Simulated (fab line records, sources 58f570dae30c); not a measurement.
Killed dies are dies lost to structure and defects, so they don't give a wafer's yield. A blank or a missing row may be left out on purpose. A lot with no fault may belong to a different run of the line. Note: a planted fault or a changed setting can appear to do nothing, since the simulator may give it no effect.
Split-lot study -- flow berkeleyCmos170 -- 5 lots, 23 wafers read, on a route of 331 steps

ON THE SPLIT
At UCB170_NSD_EXPOSE_03 (exposes mask NSELECT MOD, target cd 1200 nm), the setting doseMj was moved away from the recipe's 30 on 10 of the 23 wafers read, by -3.0% to +7.4%. This setting was run at the recipe's value on the other wafers.

FROM THE SPLIT TO THE READING: what the file shows between them, 2 steps
- UCB170_NSD_PEB_04
- UCB170_NSD_DEVELOP_05: develop time 45 s

THE READING
Shown in nm: cdNm at UCB170_NSD_CD_MEAS_06, with target cd 1200 nm. A value of 1199.3 nm with a standard deviation of 1.7 nm is what fault-free wafers of this fab line usually give.

wafer,"tool, chamber at the split",doseMj as run,against the recipe,"cdNm, nm",against lot-mates on the recipe
L075.1,"krfScanner-02, 0",30,recipe,1201.1,-
L075.2,"krfScanner-02, 0",32.23,+7.4%,1212.7,+11.8
L075.3,"krfScanner-02, 0",30,recipe,1201.0,-
L075.5,"krfScanner-02, 0",30,recipe,1200.5,-
L075.6,"krfScanner-02, 0",32.23,+7.4%,1213.8,+12.9
L077.2,"krfScanner-01, 0",30,recipe,1198.0,-
L077.3,"krfScanner-01, 0",29.34,-2.2%,1193.5,-4.3
L077.4,"krfScanner-01, 0",30,recipe,1197.6,-
L077.5,"krfScanner-01, 0",29.34,-2.2%,1193.5,-4.3
L077.6,"krfScanner-01, 0",29.34,-2.2%,1193.5,-4.3
L076.1,"krfScanner-01, 0",30,recipe,1200.0,-
L076.3,"krfScanner-01, 0",30,recipe,1202.0,-
L076.4,"krfScanner-01, 0",30,recipe,1200.6,-
L076.5,"krfScanner-01, 0",29.1,-3.0%,1195.8,-5.1
L076.6,"krfScanner-01, 0",29.1,-3.0%,1196.4,-4.5
L079.1,"krfScanner-01, 0",31.59,+5.3%,1211.1,+9.4
L079.2,"krfScanner-01, 0",31.59,+5.3%,1210.1,+8.4
L079.3,"krfScanner-01, 0",30,recipe,1201.5,-
L079.5,"krfScanner-01, 0",31.59,+5.3%,1209.6,+7.9
L079.6,"krfScanner-01, 0",30,recipe,1201.9,-
L084.1,"krfScanner-02, 0",30,recipe,1199.7,-
L084.3,"krfScanner-02, 0",30,recipe,1200.3,-
L084.6,"krfScanner-02, 0",30,recipe,1198.5,-

FIT RESULTS
A straight line over all 23 wafers: cdNm changes by +1.88 nm for each +1% of doseMj; r = +0.97; the points scatter about the line by 1.6 nm.
The same after taking each lot's own level away (the mean of its wafers on the recipe; 23 wafers): +1.67 nm for each +1%; r = +0.99; scatter 0.59 nm.
On that fit, the largest move of doseMj shifts the reading by 12 nm.
The lots' own levels span 1197.80 to 1201.70 nm, that is 2.3 times the standard deviation above.
Thus the slope moves with the lot-to-lot level: the two fits are different.
Check: for one of the wafers moved furthest among these (+7.4%), held out of the fit, the line's prediction against its lot-mates is +12.5 nm. Against them it came out at +11.8 nm.

OTHER SPLITS ON THESE WAFERS
Before the reading, these wafers also passed through other splits. Each is held against what the fit with the lots' levels taken away leaves over:
other split on the same wafers,wafers away from the commonest value,r with cdNm (lot level and that fit taken away)
UCB170_NWELL_COAT_07 spinRpm,10,+0.57
UCB170_NWELL_IMPLANT_14 energyKev,5,-0.32
UCB170_PWELL_CVD_05 pressureMtorr,10,-0.19
UCB170_PWELL_IMPLANT_15 doseCm2,11,+0.21
UCB170_WELLDRIVE_OXIDATION_01 oxTimeS,10,-0.27
UCB170_ACTIVE_STRIP_16 powerW,9,+0.12
UCB170_NVT_IMPLANT_07 energyKev,11,-0.34
UCB170_PLDD_PEB_04 pebTempC,7,+0.01
UCB170_PSD_EXPOSE_03 doseMj,9,-0.18

FILE'S OWN FIT
cdNm changes by +1.66 nm for each +1% of doseMj, r = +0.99.
